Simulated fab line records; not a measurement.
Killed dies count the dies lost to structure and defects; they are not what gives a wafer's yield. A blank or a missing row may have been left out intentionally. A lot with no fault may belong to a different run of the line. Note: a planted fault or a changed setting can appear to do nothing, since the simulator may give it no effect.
Which of the tools did it? + flow berkeley-cmos170 + 21 wafers from 7 lots sampled at 4 of the route's 331 steps

WHAT THE GAUGES SHOWED, per wafer
UCB170_M2_CD_MEAS_90 targets a cd of 700 nm.
| lot  | measured     | on        | cd-nm (nm)        |
|------|--------------|-----------|-------------------|
| L890 | day 8 20:46  | cd-sem-02 | 703.3 697.1 696.8 |
| L893 | day 9 06:47  | cd-sem-01 | 700.1 700.4 700.5 |
| L898 | day 10 03:57 | cd-sem-02 | 699.8 702.5 698.7 |
| L902 | day 11 06:35 | cd-sem-01 | 699.9 699.0 702.6 |
| L905 | day 11 14:23 | cd-sem-02 | 722.6 723.6 720.7 |
| L907 | day 11 21:22 | cd-sem-02 | 719.0 718.8 719.2 |
| L910 | day 12 15:35 | cd-sem-02 | 706.1 705.5 704.6 |

WHICH TOOL RAN EACH LOT (tool, then ch and the chambers of the sampled wafers, then the start)
| lot  | UCB170_M2_SPUTTER_01         | UCB170_M2_METAL_ETCH_18           | UCB170_M2_STRIP_19                   |
|------|------------------------------|-----------------------------------|--------------------------------------|
| L890 | pvd-sputter-01, day 8 17:36  | rie-metal-04 ch 0,1, day 8 20:27  | plasma-asher-03 ch 0,1, day 8 20:38  |
| L893 | pvd-sputter-02, day 9 03:47  | rie-metal-02 ch 0,1, day 9 06:29  | plasma-asher-01 ch 0,1, day 9 06:41  |
| L898 | pvd-sputter-02, day 10 01:16 | rie-metal-02 ch 0,1, day 10 03:40 | plasma-asher-03 ch 0,1, day 10 03:51 |
| L902 | pvd-sputter-01, day 11 04:16 | rie-metal-04 ch 0,1, day 11 06:18 | plasma-asher-02 ch 0,1, day 11 06:29 |
| L905 | pvd-sputter-02, day 11 10:50 | rie-metal-01 ch 0,1, day 11 14:06 | plasma-asher-03 ch 0,1, day 11 14:15 |
| L907 | pvd-sputter-02, day 11 17:50 | rie-metal-01 ch 0,1, day 11 21:06 | plasma-asher-02 ch 0,1, day 11 21:16 |
| L910 | pvd-sputter-03, day 12 13:04 | rie-metal-04 ch 0, day 12 15:07   | plasma-asher-03 ch 0, day 12 15:29   |
- UCB170_M2_SPUTTER_01: material Al, target thk 900 nm, time 120 s.
- UCB170_M2_METAL_ETCH_18: etches Al in Cl2/BCl3, stops on SiO2, target depth 1170 nm, time 195 s.
- UCB170_M2_STRIP_19: strips in O2.

THE ANSWER, worked out from the rows above alone
Rule: usual is defined by the lots themselves. Put in order of their means at a reading, lots are off if they are a third of the lots or fewer, leave a main group of 4 or more, and stand apart from it by a gap of 3 or more times the standard deviation of the main group's means; of several such gaps the widest counts. If all means in a main group match to the digits the tables above print for the reading, that group is not used. Also off: a lot with no number at a reading for which 4 or more lots have one. All remaining lots with rows at the step are treated as sound.
Off: L905, L907, at UCB170_M2_CD_MEAS_90 (cd-nm). Main group: mean 701.1 nm, sd 2.2.
If a tool, at a process step before that reading, ran all the lots that are off and no sound lot after the first of them, it fits. Those tools and the gauges at UCB170_M2_CD_MEAS_90 are tried in the same way. This does not decide it: 2 tools fit, namely pvd-sputter-02 at UCB170_M2_SPUTTER_01 and rie-metal-01 at UCB170_M2_METAL_ETCH_18.

WHAT THE SIMULATOR HAD INSERTED
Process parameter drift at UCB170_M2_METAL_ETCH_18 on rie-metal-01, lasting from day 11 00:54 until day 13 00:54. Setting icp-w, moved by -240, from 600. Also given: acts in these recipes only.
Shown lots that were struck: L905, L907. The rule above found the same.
